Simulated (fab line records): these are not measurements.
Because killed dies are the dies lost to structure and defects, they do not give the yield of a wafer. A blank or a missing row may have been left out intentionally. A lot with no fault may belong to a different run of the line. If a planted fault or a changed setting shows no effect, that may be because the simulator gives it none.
Matching of chambers || flow berkeley_cmos170 || rie_diel-01 running UCB170_SPACER_ETCHBACK_03: 4 sister chambers
The step etches SiO2 in CHF3/CF4/Ar, stops on Si, target depth 376 nm, time 100 s. 16 wafers are shown with their chamber, then 8 later ones without.

WAFERS WITH THEIR CHAMBER
{"wafer": "L287.2", "chamber": 0, "throttle_valve_pct (%)": 6.51, "drypump_motor_current_A (A)": 5.3, "oes_product_au (a.u.)": 0.878}
{"wafer": "L287.5", "chamber": 3, "throttle_valve_pct (%)": 6.37, "drypump_motor_current_A (A)": 5.2, "oes_product_au (a.u.)": 0.896}
{"wafer": "L287.6", "chamber": 0, "throttle_valve_pct (%)": 6.52, "drypump_motor_current_A (A)": 5.3, "oes_product_au (a.u.)": 0.888}
{"wafer": "L289.1", "chamber": 1, "throttle_valve_pct (%)": 6.68, "drypump_motor_current_A (A)": 5.2, "oes_product_au (a.u.)": 0.880}
{"wafer": "L289.2", "chamber": 3, "throttle_valve_pct (%)": 6.39, "drypump_motor_current_A (A)": 5.2, "oes_product_au (a.u.)": 0.877}
{"wafer": "L289.6", "chamber": 3, "throttle_valve_pct (%)": 6.40, "drypump_motor_current_A (A)": 5.1, "oes_product_au (a.u.)": 0.901}
{"wafer": "L290.1", "chamber": 3, "throttle_valve_pct (%)": 6.38, "drypump_motor_current_A (A)": 5.1, "oes_product_au (a.u.)": 0.881}
{"wafer": "L290.3", "chamber": 1, "throttle_valve_pct (%)": 6.65, "drypump_motor_current_A (A)": 5.3, "oes_product_au (a.u.)": 0.866}
{"wafer": "L290.6", "chamber": 0, "throttle_valve_pct (%)": 6.52, "drypump_motor_current_A (A)": 5.3, "oes_product_au (a.u.)": 0.891}
{"wafer": "L299.1", "chamber": 0, "throttle_valve_pct (%)": 6.50, "drypump_motor_current_A (A)": 5.4, "oes_product_au (a.u.)": 0.900}
{"wafer": "L299.2", "chamber": 3, "throttle_valve_pct (%)": 6.36, "drypump_motor_current_A (A)": 5.1, "oes_product_au (a.u.)": 0.900}
{"wafer": "L299.3", "chamber": 2, "throttle_valve_pct (%)": 6.63, "drypump_motor_current_A (A)": 5.5, "oes_product_au (a.u.)": 0.901}
{"wafer": "L301.1", "chamber": 1, "throttle_valve_pct (%)": 6.67, "drypump_motor_current_A (A)": 5.3, "oes_product_au (a.u.)": 0.881}
{"wafer": "L301.2", "chamber": 0, "throttle_valve_pct (%)": 6.52, "drypump_motor_current_A (A)": 5.3, "oes_product_au (a.u.)": 0.890}
{"wafer": "L301.4", "chamber": 2, "throttle_valve_pct (%)": 6.63, "drypump_motor_current_A (A)": 5.5, "oes_product_au (a.u.)": 0.900}
{"wafer": "L302.1", "chamber": 3, "throttle_valve_pct (%)": 6.40, "drypump_motor_current_A (A)": 5.2, "oes_product_au (a.u.)": 0.891}

SIGNATURES, as means of the wafers listed above
{"reading": "throttle_valve_pct", "chamber 0": 6.5140, "chamber 1": 6.6667, "chamber 2": 6.6300, "chamber 3": 6.3833, "scatter within a chamber": 0.0133}
{"reading": "drypump_motor_current_A", "chamber 0": 5.320, "chamber 1": 5.267, "chamber 2": 5.500, "chamber 3": 5.150, "scatter within a chamber": 0.0497}
{"reading": "oes_product_au", "chamber 0": 0.88940, "chamber 1": 0.87567, "chamber 2": 0.90050, "chamber 3": 0.89100, "scatter within a chamber": 0.00861}
Rule: a wafer lies at a distance from a chamber equal to the root of the sum of squares, over the readings, of (its reading less the chamber's mean, divided by the reading's scatter). The wafer belongs to the nearest chamber; if the next one is less than 2 further off, it can't be placed. How the scatter is found: for the shown wafers, subtract from each reading the mean of its chamber, square and add these, divide the total by (wafers less chambers), then take the root.

WAFERS WITHOUT THEIR CHAMBER
{"wafer": "L302.5", "throttle_valve_pct (%)": 6.52, "drypump_motor_current_A (A)": 5.3, "oes_product_au (a.u.)": 0.911}
{"wafer": "L302.6", "throttle_valve_pct (%)": 6.67, "drypump_motor_current_A (A)": 5.3, "oes_product_au (a.u.)": 0.923}
{"wafer": "L305.1", "throttle_valve_pct (%)": 6.38, "drypump_motor_current_A (A)": 5.2, "oes_product_au (a.u.)": 0.901}
{"wafer": "L305.3", "throttle_valve_pct (%)": 6.53, "drypump_motor_current_A (A)": 5.3, "oes_product_au (a.u.)": 0.885}
{"wafer": "L305.4", "throttle_valve_pct (%)": 6.63, "drypump_motor_current_A (A)": 5.5, "oes_product_au (a.u.)": 0.902}
{"wafer": "L309.3", "throttle_valve_pct (%)": 6.53, "drypump_motor_current_A (A)": 5.3, "oes_product_au (a.u.)": 0.879}
{"wafer": "L309.5", "throttle_valve_pct (%)": 6.38, "drypump_motor_current_A (A)": 5.2, "oes_product_au (a.u.)": 0.897}
{"wafer": "L309.6", "throttle_valve_pct (%)": 6.52, "drypump_motor_current_A (A)": 5.3, "oes_product_au (a.u.)": 0.892}

EACH ONE'S CHAMBER
{"wafer": "L302.5", "from the rows above": 0, "in truth": 0}
{"wafer": "L302.6", "from the rows above": "can't be placed: 1 or 2", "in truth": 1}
{"wafer": "L305.1", "from the rows above": 3, "in truth": 3}
{"wafer": "L305.3", "from the rows above": 0, "in truth": 0}
{"wafer": "L305.4", "from the rows above": 2, "in truth": 2}
{"wafer": "L309.3", "from the rows above": 0, "in truth": 0}
{"wafer": "L309.5", "from the rows above": 3, "in truth": 3}
{"wafer": "L309.6", "from the rows above": 0, "in truth": 0}
Placed correctly: 7 of 8. Not placeable from these rows: 1 (in 1, the candidates include the true chamber). 0 placed wrongly.
